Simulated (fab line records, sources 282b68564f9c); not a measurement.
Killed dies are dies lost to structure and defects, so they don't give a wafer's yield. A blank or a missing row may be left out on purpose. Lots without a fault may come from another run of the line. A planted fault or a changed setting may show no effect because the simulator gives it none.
A struck lot beside a sound one | flow rit_cmos | 15 steps out of a route of 202
Sound: wafers L533.2, L533.3, L533.4. Struck: wafers L549.1, L549.4, L549.5. The cause comes at the end.
At each step with rows: each side's tool, then ch and its chambers, then its first start. Under that, the readings that differ: sound wafers | struck wafers | difference of the means | sigmas: that difference in standard deviations of wafers without a fault.
alike: readings whose means differ by less than 2 such deviations, and words and numbers that are the same on both sides. not compared: withheld readings, readings that some wafer has no value for, bounds like >300 that may hide the same value, and numbers for which the record gives no deviation and whose values overlap.
The two part at a step that has a row with sigmas, a row that says differs or no value, or rows on one side only. Numbers that don't overlap but have no deviation are shown without sigmas and don't part them. A reading that every wafer of one side lacks parts them only if that side has two wafers or more.

first, 2 steps without rows for these wafers: RIT_NSD_PEB_04; RIT_NSD_DEVELOP_05 (develop time 50 s).
RIT_NSD_OVL_MEAS_06:
  sound on overlay-02, day 4 13:33; struck on overlay-01, day 7 18:15
  alike: NSD_OVL
then, 2 steps without rows for these wafers: RIT_NSD_HARDBAKE_07 (time 60 s); RIT_NSD_IMPLANT_08.
RIT_NSD_STRIP_09: strips in O2, time 180 s.
  sound on plasma_asher-03 ch 0,1, day 4 13:53; struck on plasma_asher-03 ch 0,1, day 7 18:42
  alike: drypump_motor_current_A, o2_flow_sccm
  not compared: rf_hours_counter_h
RIT_NSD_TW_MEAS_10:
  sound on film_metro-02, day 4 14:04; struck on film_metro-01, day 7 18:52
  alike: NSD_TW
then, 5 steps without rows for these wafers: RIT_PSD_HMDS_00 (prime time 60 s); RIT_PSD_COAT_01 (resist thk 1000 nm); RIT_PSD_SOFTBAKE_02 (time 60 s); RIT_PSD_EXPOSE_03 (exposes mask M10, target cd 40900 nm); RIT_PSD_PEB_04.
RIT_PSD_DEVELOP_05: develop time 50 s.
  sound on litho_track-01 ch 0, day 4 14:00; struck on litho_track-02 ch 0, day 7 19:00
  reading              | sound             | struck            | difference | sigmas
  developer_temp_C (C) | 23.03 22.82 22.90 | 22.21 22.05 22.15 | -0.78      | -7
RIT_PSD_OVL_MEAS_06:
  sound on overlay-01, day 4 15:06; struck on overlay-01, day 7 19:55
  alike: PSD_OVL
RIT_M1_PROBE_99:
  sound on prober-01, day 4 23:41; struck on prober-01, day 8 04:41
  reading            | sound | struck | difference | sigmas
  killed_at_M0_to_M3 | 0 0 1 | 0 0 0  | +0         | -3
  alike: killed_at_contacts, killed_at_front_end, killed_dies, killed_open, killed_short

WHERE THEY PART
First at RIT_PSD_DEVELOP_05; last, within this record, at RIT_M1_PROBE_99.

WHY: what the simulator had put in
Process parameter drift: litho_track-02, from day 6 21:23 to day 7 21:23, at RIT_PSD_DEVELOP_05. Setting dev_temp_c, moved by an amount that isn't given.
